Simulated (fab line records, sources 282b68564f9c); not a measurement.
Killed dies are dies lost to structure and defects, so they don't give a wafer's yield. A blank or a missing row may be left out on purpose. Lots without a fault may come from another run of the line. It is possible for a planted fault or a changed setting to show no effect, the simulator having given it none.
fab line records | flow ritCmos
[record] lots = 7 | wafers = 21 | lastDay = 7
route steps=202 shown GATE@83 M1@202
lots that met no fault: from a run of the same line without faults
startH: the number of hours between the record's first day and the start of the first shown wafer of the lot | waitH: hours since the lot's step before | " as in the row above | L1.1+2: a single row standing in for several wafers | - value missing, or start not given | * or withheld: withheld | < > ~ a bound
route shown NAME@n: a module of which the file shows steps, and the number in the route of the first | usual: the fault-free wafers' mean and standard deviation | same: alike in all rows | chamber/n: place in a boat | sites: per-site readings | _std_site: the standard deviation of these | _edge_site: mean of outer sites minus mean of inner sites | radiusMm: how far each site lies from the wafer's centre | mask NAME#n: copy n | behind: the tool/chamber that last shaped the wafer | hold: cause of the lot's hold/its duration in hours/its outcome | device: the transistor (n, p or np) that didn't switch | end of line: the same wafers' tests at the end of the route | a step given without rows: its recipe and nothing more | killed: not the wafer's yield, but the dies lost to structure and defects at the first sort | map: shows each die of a wafer: x if killed, . if not, _ if none is there
set.NAME: the run value of the setting; set.NAME@STEP: its run value at that earlier step | model.NAME: the simulator's own value behind a step, which no gauge read
lots seen at some steps along the route; tables by step, rows by wafer
services: when a tool's chamber went out of use (startH, in hours from the record's first day, below 0 if earlier), for how many hours, and the reason
[[steps]]
[step RIT_GATE_THK_MEAS_07]
[recipe] reads = SiO2_of_GATE_OXIDATION_05
[usual] GATE_OXIDE_THK = 3.02/0.052
lot.wafer | tool         | chamber | startH | waitH | GATE_OXIDE_THK[nm]
L425.3    | filmMetro-04 | -       | 40.44  | 0.0   | 3.15
L425.5    | "            | -       | "      | "     | 3.08
L425.6    | "            | -       | "      | "     | 3.03
L431.2    | filmMetro-02 | -       | 65.49  | 0.0   | 3.04
L431.3    | "            | -       | "      | "     | 2.97
L431.6    | "            | -       | "      | "     | 3.00
L433.2    | filmMetro-03 | -       | 79.89  | 0.0   | 2.96
L433.3    | "            | -       | "      | "     | 2.99
L433.4    | "            | -       | "      | "     | 2.97
L435.4    | filmMetro-02 | -       | 87.81  | 0.0   | 3.04
L435.5    | "            | -       | "      | "     | 3.05
L435.6    | "            | -       | "      | "     | 3.08
L440.1    | filmMetro-02 | -       | 128.12 | 0.0   | 3.02
L440.2    | "            | -       | "      | "     | 3.02
L440.3    | "            | -       | "      | "     | 3.04
L442.2    | filmMetro-04 | -       | 132.70 | 0.0   | 3.05
L442.4    | "            | -       | "      | "     | 3.02
L442.5    | "            | -       | "      | "     | 3.05
L444.2    | filmMetro-03 | -       | 146.44 | 0.0   | 2.95
L444.5    | "            | -       | "      | "     | 3.00
L444.6    | "            | -       | "      | "     | 2.99
[step RIT_GATE_CVD_08]
[recipe] material = poly-Si | targetThkNm = 250 | tempC = 610 | precursor = SiH4 | timeS = 2220 | pressureMtorr = 300 | sih4FlowSccm = 100
[step RIT_GATE_THK_MEAS_09]
[recipe] reads = poly-Si_of_GATE_CVD_08
[usual] GATE_POLY_THK = 248.2/2.4
lot.wafer | tool         | chamber | startH | waitH | GATE_POLY_THK[nm]
L425.3    | filmMetro-03 | -       | 42.57  | 0.0   | 251.4
L425.5    | "            | -       | "      | "     | 248.2
L425.6    | "            | -       | "      | "     | 249.1
L431.2    | filmMetro-03 | -       | 67.17  | 0.0   | 249.8
L431.3    | "            | -       | "      | "     | 251.5
L431.6    | "            | -       | "      | "     | 250.6
L433.2    | filmMetro-04 | -       | 82.37  | 0.0   | 245.4
L433.3    | "            | -       | "      | "     | 243.5
L433.4    | "            | -       | "      | "     | 245.0
L435.4    | filmMetro-03 | -       | 90.29  | 0.0   | 248.5
L435.5    | "            | -       | "      | "     | 248.2
L435.6    | "            | -       | "      | "     | 247.3
L440.1    | filmMetro-02 | -       | 130.60 | 0.0   | 243.7
L440.2    | "            | -       | "      | "     | 245.1
L440.3    | "            | -       | "      | "     | 242.7
L442.2    | filmMetro-03 | -       | 135.19 | 0.0   | 248.7
L442.4    | "            | -       | "      | "     | 247.6
L442.5    | "            | -       | "      | "     | 246.6
L444.2    | filmMetro-02 | -       | 148.14 | 0.0   | 250.6
L444.5    | "            | -       | "      | "     | 249.3
L444.6    | "            | -       | "      | "     | 252.0
[step RIT_GATE_HMDS_10]
[recipe] primeTimeS = 60 | primeTempC = 140
[step RIT_GATE_COAT_11]
[recipe] resist = NOVOLAK | spinRpm = 4250 | resistThkNm = 850
[step RIT_GATE_SOFTBAKE_12]
[recipe] resist = NOVOLAK | tempC = 90 | timeS = 60
[step RIT_GATE_EXPOSE_13]
[recipe] maskId = M6 | na = 0.6 | sourceShape = conventional | sigmaOuter = 0.6 | targetCdNm = 150 | doseMj = 380
[step RIT_GATE_PEB_14]
[recipe] resist = NOVOLAK | tempC = withheld | timeS = withheld
[step RIT_GATE_DEVELOP_15]
[recipe] resist = NOVOLAK | developTimeS = 50 | devTempC = 23
[step RIT_GATE_CD_MEAS_16]
[recipe] targetCdNm = 150
[usual] cdNm = 150.5/2.5
lot.wafer | tool     | chamber | startH | waitH | cdNm
L425.3    | cdSem-01 | -       | 43.62  | -     | 152.4
L425.5    | "        | -       | "      | "     | 150.6
L425.6    | "        | -       | "      | "     | 152.1
L431.2    | cdSem-01 | -       | 68.33  | -     | 146.6
L431.3    | "        | -       | "      | "     | 150.7
L431.6    | "        | -       | "      | "     | 149.1
L433.2    | cdSem-02 | -       | 83.43  | -     | 153.2
L433.3    | "        | -       | "      | "     | 152.9
L433.4    | "        | -       | "      | "     | 152.4
L435.4    | cdSem-02 | -       | 91.23  | -     | 153.6
L435.5    | "        | -       | "      | "     | 152.0
L435.6    | "        | -       | "      | "     | 154.0
L440.1    | cdSem-02 | -       | 131.81 | -     | 149.3
L440.2    | "        | -       | "      | "     | 149.6
L440.3    | "        | -       | "      | "     | 149.0
L442.2    | cdSem-02 | -       | 136.11 | -     | 152.4
L442.4    | "        | -       | "      | "     | 150.9
L442.5    | "        | -       | "      | "     | 152.7
L444.2    | cdSem-02 | -       | 149.18 | -     | 148.0
L444.5    | "        | -       | "      | "     | 148.8
L444.6    | "        | -       | "      | "     | 149.3
[step RIT_GATE_OVL_MEAS_17]
[usual] GATE_OVL = 0.4/1.4
lot.wafer | tool       | chamber | startH | waitH | GATE_OVL[nm]
L425.3    | overlay-01 | -       | 43.71  | 0.1   | 1.0
L425.5    | "          | -       | "      | "     | -0.6
L425.6    | "          | -       | "      | "     | 0.4
L431.2    | overlay-02 | -       | 68.43  | 0.1   | 0.8
L431.3    | "          | -       | "      | "     | 3.2
L431.6    | "          | -       | "      | "     | 4.4
L433.2    | overlay-01 | -       | 83.53  | 0.1   | 2.6
L433.3    | "          | -       | "      | "     | 2.1
L433.4    | "          | -       | "      | "     | 1.6
L435.4    | overlay-02 | -       | 91.31  | 0.1   | -0.9
L435.5    | "          | -       | "      | "     | -0.8
L435.6    | "          | -       | "      | "     | 0.2
L440.1    | overlay-02 | -       | 131.93 | 0.1   | 0.7
L440.2    | "          | -       | "      | "     | -0.3
L440.3    | "          | -       | "      | "     | 1.6
L442.2    | overlay-02 | -       | 136.21 | 0.1   | 1.2
L442.4    | "          | -       | "      | "     | -0.2
L442.5    | "          | -       | "      | "     | -2.2
L444.2    | overlay-01 | -       | 149.29 | 0.1   | 1.3
L444.5    | "          | -       | "      | "     | 2.3
L444.6    | "          | -       | "      | "     | 1.6
[step RIT_GATE_HARDBAKE_18]
[recipe] resist = NOVOLAK | tempC = 140 | timeS = 60
[step RIT_GATE_ETCH_19]
[recipe] chemistry = SF6/CHF3/O2 | timeS = 165 | SF6_flow_sccm = 30 | CHF3_flow_sccm = 30 | O2_flow_sccm = 5 | target = poly-Si | pressureMtorr = 40 | rfW = 160 | targetDepthA = 3125 | overEtchFrac = 0.25 | stopOn = SiO2
[usual] CHF3_flow_sccm = 30.00/0.085 | drypumpMotorCurrentA = 5.91/0.3 | oesProductAu = 0.847/0.0099 | overEtchFrac = 0.25/0 | rfFwdPowerW = 159.5/0.5 | throttleValvePct = 10.24/0.16
lot.wafer | tool     | chamber | startH | waitH | CHF3_flow_sccm | drypumpMotorCurrentA | oesProductAu | overEtchFrac | rfFwdPowerW | rfHoursCounterH | throttleValvePct
L425.3    | rieSi-01 | 2       | 43.89  | 0.1   | 29.69          | 6.20                 | 0.857        | 0.25         | 159.0       | 118             | 10.28
L425.5    | "        | 1       | "      | "     | 29.90          | 5.73                 | 0.837        | 0.25         | 159.8       | -               | 9.90
L425.6    | "        | 0       | "      | "     | 30.10          | 6.13                 | 0.853        | 0.25         | 160.2       | -               | 10.53
L431.2    | rieSi-01 | 1       | 68.61  | 0.1   | 30.08          | 5.73                 | 0.845        | 0.25         | 159.6       | 110             | 9.91
L431.3    | "        | 3       | "      | "     | 30.02          | 5.70                 | 0.895        | 0.18065      | 159.8       | 120             | 10.29
L431.6    | "        | 1       | "      | "     | 29.97          | 5.74                 | 0.834        | 0.25         | 160.0       | -               | 9.90
L433.2    | rieSi-01 | 0       | 83.71  | 0.1   | 29.99          | 6.17                 | 0.845        | 0.25         | 159.9       | 3               | 10.53
L433.3    | "        | 3       | "      | "     | 30.05          | 5.67                 | 0.877        | 0.18065      | 159.9       | 120             | 10.30
L433.4    | "        | 1       | "      | "     | 30.03          | 5.73                 | 0.827        | 0.25         | 159.6       | 110             | 9.91
L435.4    | rieSi-01 | 0       | 91.48  | 0.1   | 30.22          | 6.19                 | 0.841        | 0.25         | 160.0       | 3               | 10.53
L435.5    | "        | 3       | "      | "     | 29.86          | 5.70                 | 0.889        | 0.18065      | 158.8       | -               | 10.29
L435.6    | "        | 0       | "      | "     | 30.14          | 6.16                 | 0.855        | 0.25         | 160.0       | -               | 10.53
L440.1    | rieSi-02 | 0       | 132.11 | 0.1   | 30.01          | 5.51                 | 0.837        | 0.25         | 159.5       | 56              | 10.32
L440.2    | "        | 3       | "      | "     | 29.89          | 5.57                 | 0.831        | 0.25         | 159.5       | 3               | 10.16
L440.3    | "        | 2       | "      | "     | 29.93          | 6.34                 | 0.838        | 0.25         | 159.4       | 2               | 10.15
L442.2    | rieSi-02 | 3       | 136.39 | 0.1   | 30.05          | 5.55                 | 0.845        | 0.25         | 159.1       | 3               | 10.16
L442.4    | "        | 1       | "      | "     | 29.91          | 6.03                 | 0.841        | 0.25         | 159.0       | 94              | 10.30
L442.5    | "        | 1       | "      | "     | 30.17          | 6.04                 | 0.846        | 0.25         | 159.2       | -               | 10.29
L444.2    | rieSi-02 | 2       | 149.59 | 0.1   | 29.98          | 6.35                 | 0.865        | 0.25         | 159.2       | 3               | 10.14
L444.5    | "        | 3       | "      | "     | 30.05          | 5.57                 | 0.848        | 0.25         | 159.5       | -               | 10.16
L444.6    | "        | 2       | "      | "     | 29.99          | 6.36                 | 0.868        | 0.25         | 159.4       | -               | 10.17
[step RIT_GATE_STRIP_20]
[recipe] chemistry = O2 | timeS = 180 | resist = NOVOLAK | platenTempC = withheld | powerW = 500 | pressureMtorr = 4000 | o2FlowSccm = 4000
[usual] drypumpMotorCurrentA = 5.8/0.43
lot.wafer | tool           | chamber | startH | waitH | drypumpMotorCurrentA | rfHoursCounterH
L425.3    | plasmaAsher-04 | 1       | 44.06  | 0.1   | 5.7                  | -
L425.5    | "              | 0       | "      | "     | 5.9                  | -
L425.6    | "              | 1       | "      | "     | 5.6                  | -
L431.2    | plasmaAsher-02 | 0       | 68.72  | 0.1   | 5.1                  | 44
L431.3    | "              | 1       | "      | "     | 6.5                  | -
L431.6    | "              | 1       | "      | "     | 6.5                  | -
L433.2    | plasmaAsher-03 | 0       | 83.82  | 0.1   | 6.2                  | 40
L433.3    | "              | 1       | "      | "     | 5.5                  | -
L433.4    | "              | 0       | "      | "     | 6.3                  | -
L435.4    | plasmaAsher-02 | 0       | 91.65  | 0.1   | 5.1                  | -
L435.5    | "              | 1       | "      | "     | 6.6                  | -
L435.6    | "              | 0       | "      | "     | 5.1                  | -
L440.1    | plasmaAsher-02 | 0       | 132.22 | 0.1   | 5.1                  | 1
L440.2    | "              | 1       | "      | "     | 6.6                  | 1
L440.3    | "              | 1       | "      | "     | 6.6                  | -
L442.2    | plasmaAsher-03 | 1       | 136.50 | 0.1   | 5.5                  | 45
L442.4    | "              | 0       | "      | "     | 6.3                  | -
L442.5    | "              | 0       | "      | "     | 6.2                  | -
L444.2    | plasmaAsher-03 | 1       | 149.70 | 0.1   | 5.5                  | 46
L444.5    | "              | 0       | "      | "     | 6.3                  | -
L444.6    | "              | 1       | "      | "     | 5.5                  | -
[step RIT_M1_PROBE_99]
[usual] killedAtContacts = 0.0/0.2 | killedAtFrontEnd = 7.0/2.8 | killedDies = 7.0/2.8 | killedOpen = 3.4/1.9 | killedShort = 3.6/2
[same] grossDies = 264 | killed_at_M0_to_M3 = 0 | killed_at_M4_up = 0 | killedAtBackSide = 0 | killedAtOther = 0
lot.wafer | tool      | chamber | startH | waitH | killedAtContacts | killedAtFrontEnd | killedDies | killedOpen | killedShort | model.etest.polyCombOverSteps.leakLog10AUm
L425.3    | prober-01 | -       | 65.26  | 0.2   | 1                | 14               | 15         | 11         | 4           | -12.85
L425.5    | prober-01 | -       | 65.36  | 0.2   | 0                | 8                | 8          | 6          | 2           | -12.79
L425.6    | prober-01 | -       | 65.41  | 0.2   | 1                | 10               | 11         | 6          | 5           | -12.94
L431.2    | prober-02 | -       | 92.23  | 0.1   | 0                | 3                | 3          | 1          | 2           | -12.84
L431.3    | prober-02 | -       | 92.28  | 0.2   | 0                | 4                | 4          | 4          | 0           | -11.63
L431.6    | prober-02 | -       | 92.43  | 0.2   | 0                | 9                | 9          | 2          | 7           | -12.64
L433.2    | prober-02 | -       | 104.97 | 0.1   | 0                | 5                | 5          | 3          | 2           | -12.81
L433.3    | prober-02 | -       | 105.02 | 0.2   | 0                | 7                | 7          | 3          | 4           | -12.98
L433.4    | prober-02 | -       | 105.07 | 0.2   | 0                | 9                | 9          | 5          | 4           | -12.88
L435.4    | prober-02 | -       | 113.87 | 0.2   | 0                | 6                | 6          | 5          | 1           | -12.8
L435.5    | prober-02 | -       | 113.92 | 0.2   | 0                | 11               | 11         | 6          | 5           | -12.47
L435.6    | prober-02 | -       | 113.97 | 0.2   | 0                | 6                | 6          | 3          | 3           | -12.8
L440.1    | prober-01 | -       | 152.82 | 0.1   | 0                | 8                | 8          | 4          | 4           | -12.67
L440.2    | prober-01 | -       | 152.87 | 0.1   | 0                | 3                | 3          | 1          | 2           | -12.79
L440.3    | prober-01 | -       | 152.92 | 0.2   | 0                | 4                | 4          | 2          | 2           | -12.89
L442.2    | prober-01 | -       | 159.49 | 0.1   | 0                | 7                | 7          | 4          | 3           | -12.82
L442.4    | prober-01 | -       | 159.59 | 0.2   | 0                | 2                | 2          | 2          | 0           | -12.7
L442.5    | prober-01 | -       | 159.64 | 0.2   | 0                | 5                | 5          | 2          | 3           | -12.8
L444.2    | prober-01 | -       | 172.02 | 0.1   | 0                | 7                | 7          | 3          | 4           | -12.76
L444.5    | prober-01 | -       | 172.17 | 0.2   | 0                | 6                | 6          | 2          | 4           | -12.79
L444.6    | prober-01 | -       | 172.22 | 0.2   | 0                | 4                | 4          | 2          | 2           | -12.95
// killed by level:class
L425.3 GATE:geometricParticle:open=3 REOX:geometricParticle:open=3 SPACER:geometricParticle:open=3 FOX1:geometricParticle:open=1 GATE:geometricParticle:short=1 REOX:geometricParticle:short=1 SPACER:geometricParticle:short=1 SILICIDE:geometricParticle:open=1
L425.5 GATE:geometricParticle:open=3 GATE:geometricParticle:short=2 REOX:geometricParticle:open=1 SPACER:geometricParticle:open=1 SILICIDE:geometricParticle:open=1
L425.6 SPACER:geometricParticle:short=4 REOX:geometricParticle:open=3 FOX1:geometricParticle:open=1 GATE:geometricParticle:short=1 SPACER:geometricParticle:open=1 CONTACT:geometricParticle:open=1
L431.2 GATE:geometricParticle:short=2 FOX2:geometricParticle:open=1
L431.3 GATE:geometricParticle:open=2 REOX:geometricParticle:open=1 SPACER:geometricParticle:open=1
L431.6 SPACER:geometricParticle:open=2 FOX2:geometricParticle:short=2 GATE:geometricParticle:short=2 SILICIDE:geometricParticle:short=2 REOX:geometricParticle:short=1
L433.2 GATE:geometricParticle:open=2 FOX1:geometricParticle:open=1 GATE:geometricParticle:short=1 REOX:geometricParticle:short=1
L433.3 SILICIDE:geometricParticle:short=3 FOX1:geometricParticle:open=1 GATE:geometricParticle:open=1 SPACER:geometricParticle:open=1 SPACER:geometricParticle:short=1
L433.4 GATE:geometricParticle:short=3 GATE:geometricParticle:open=3 REOX:geometricParticle:open=1 SPACER:geometricParticle:short=1 SPACER:geometricParticle:open=1
L435.4 REOX:geometricParticle:open=2 SILICIDE:geometricParticle:open=2 GATE:geometricParticle:open=1 SILICIDE:geometricParticle:short=1
L435.5 FOX2:geometricParticle:short=2 GATE:geometricParticle:open=2 FOX1:geometricParticle:open=1 FOX1:geometricParticle:short=1 FOX2:geometricParticle:open=1 GATE:geometricParticle:short=1 REOX:geometricParticle:open=1 SILICIDE:geometricParticle:open=1
L435.6 SILICIDE:geometricParticle:short=2 FOX1:geometricParticle:short=1 GATE:geometricParticle:open=1 REOX:geometricParticle:open=1 SPACER:geometricParticle:open=1
L440.1 GATE:geometricParticle:open=3 GATE:geometricParticle:short=2 FOX1:geometricParticle:short=1 SPACER:geometricParticle:short=1 SPACER:geometricParticle:open=1
L440.2 FOX1:geometricParticle:short=1 FOX2:geometricParticle:open=1 SPACER:geometricParticle:short=1
L440.3 GATE:geometricParticle:short=1 GATE:geometricParticle:open=1 SPACER:geometricParticle:short=1 SPACER:geometricParticle:open=1
L442.2 GATE:geometricParticle:open=2 SILICIDE:geometricParticle:short=2 FOX2:geometricParticle:open=1 REOX:geometricParticle:open=1 SPACER:geometricParticle:short=1
L442.4 REOX:geometricParticle:open=1 SPACER:geometricParticle:open=1
L442.5 SPACER:geometricParticle:short=2 GATE:geometricParticle:open=1 GATE:geometricParticle:short=1 SILICIDE:geometricParticle:open=1
L444.2 GATE:geometricParticle:short=3 GATE:geometricParticle:open=3 SILICIDE:geometricParticle:short=1
L444.5 GATE:geometricParticle:short=2 FOX1:geometricParticle:short=1 FOX1:geometricParticle:open=1 REOX:geometricParticle:open=1 REOX:geometricParticle:short=1
L444.6 GATE:geometricParticle:open=2 GATE:geometricParticle:short=1 SILICIDE:geometricParticle:short=1
[[services]]
tool           | chamber | startH | hours | kind
plasmaAsher-02 | -       | 108.75 | 9.0   | pm
plasmaAsher-02 | 0       | 108.75 | 11.4  | ventCycle
plasmaAsher-02 | 1       | 108.75 | 11.4  | ventCycle
plasmaAsher-02 | -       | 116.00 | 4.1   | repair
plasmaAsher-02 | 0       | 117.75 | -     | clean
plasmaAsher-02 | 1       | 117.75 | -     | clean
rieSi-01       | -       | 127.20 | 0.8   | repair
rieSi-01       | 2       | 144.39 | 4.4   | repair
plasmaAsher-02 | -       | 149.27 | 3.2   | repair
[[key]]
[firstSign] step = RIT_GATE_ETCH_19 | reading = overEtchFrac | direction = down | sigmas = 99+ | usual = 0.25 | struck = 0.18065
[effect] step = RIT_GATE_ETCH_19 | reading = oesProductAu | direction = up | sigmas = 4 | usual = 0.847 | struck = 0.887
[modelEffect] step = RIT_M1_PROBE_99 | value = etest.polyCombOverSteps.leakLog10AUm | without = -12.82 | struck = -12.36
metAt RIT_GATE_ETCH_19
struckWafers L431.3,L433.3,L435.5
testerLeftOut L431,L433,L435
[fault] kind = processParameterDrift | tool = rieSi-01 | chamber = 3 | onsetH = 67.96 | steps = RIT_GATE_ETCH_19 | channel = overEtchFrac | offset = -0.069354 | shape = step | endH = 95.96 | stated = 0.25
// testerLeftOut: of these lots the tester's yield and bins aren't shown, on N5 and GAA mostly nor the transistor test; their killed dies are dies lost to structure and defects alone, not to doping, threshold or leakage, so they don't give the yield
